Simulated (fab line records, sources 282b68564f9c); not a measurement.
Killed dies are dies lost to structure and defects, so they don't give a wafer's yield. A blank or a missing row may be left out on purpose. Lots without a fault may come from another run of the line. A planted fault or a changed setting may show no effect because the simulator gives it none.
A struck lot beside a sound one | flow rit_cmos | 14 steps out of a route of 202
Sound: wafers L479.1, L479.2, L479.6. Struck: wafers L485.1, L485.4, L485.5. The cause comes at the end.
At each step with rows: each side's tool, then ch and its chambers, then its first start. Under that, the readings that differ: sound wafers | struck wafers | difference of the means | sigmas: that difference in standard deviations of wafers without a fault.
alike: readings whose means differ by less than 2 such deviations, and words and numbers that are the same on both sides. not compared: withheld readings, readings that some wafer has no value for, bounds like >300 that may hide the same value, and numbers for which the record gives no deviation and whose values overlap.
The two part at a step that has a row with sigmas, a row that says differs or no value, or rows on one side only. Numbers that don't overlap but have no deviation are shown without sigmas and don't part them. A reading that every wafer of one side lacks parts them only if that side has two wafers or more.

first, 2 steps without rows for these wafers: RIT_PWELL_HARDBAKE_07 (time 120 s); RIT_PWELL_IMPLANT_08.
RIT_PWELL_STRIP_09: strips in O2, time 180 s.
  sound on plasma_asher-04 ch 0,1, day 2 14:47; struck on plasma_asher-02 ch 0,1, day 3 21:52
  alike: drypump_motor_current_A
  not compared: rf_hours_counter_h
RIT_PWELL_TW_MEAS_10:
  sound on film_metro-03, day 2 14:58; struck on film_metro-03, day 3 22:02
  alike: PWELL_TW
then, 1 step without rows for these wafers: RIT_WELLDRIVE_ANNEAL_00 (time 14700 s).
RIT_WELLDRIVE_RS_MEAS_01: measures by four-point-probe.
  sound on film_metro-03, day 2 20:31; struck on film_metro-03, day 4 03:25
  alike: NWELL_RS
RIT_WELLDRIVE_RS_MEAS_02: measures by four-point-probe.
  sound on film_metro-03, day 2 20:38; struck on film_metro-03, day 4 03:32
  alike: PWELL_RS
then, 5 steps without rows for these wafers: RIT_NRETRO_HMDS_00 (prime time 60 s); RIT_NRETRO_COAT_01 (resist thk 1300 nm); RIT_NRETRO_SOFTBAKE_02 (time 60 s); RIT_NRETRO_EXPOSE_03 (exposes mask M4, target cd 43900 nm); RIT_NRETRO_PEB_04.
RIT_NRETRO_DEVELOP_05: develop time 67.08 s.
  sound on litho_track-01 ch 0, day 2 21:00; struck on litho_track-02, day 4 04:00
  no value came back on the struck wafers for chill_plate_temp_C (C), develop_time_s (s); on the sound wafers chill_plate_temp_C (C) reads 23.10 23.12 23.05
RIT_NRETRO_OVL_MEAS_06:
  sound on overlay-01, day 2 21:46; struck on overlay-02, day 4 04:32
  reading         | sound         | struck | difference                    | sigmas
  NRETRO_OVL (nm) | -0.7 1.1 -1.5 | - - -  | no value on the struck wafers |

WHERE THEY PART
First at RIT_NRETRO_DEVELOP_05; last, within this record, at RIT_NRETRO_OVL_MEAS_06.

WHY: what the simulator had put in
Skipped step whole: litho_track-02, from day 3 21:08 on, at RIT_NRETRO_DEVELOP_05. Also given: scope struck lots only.
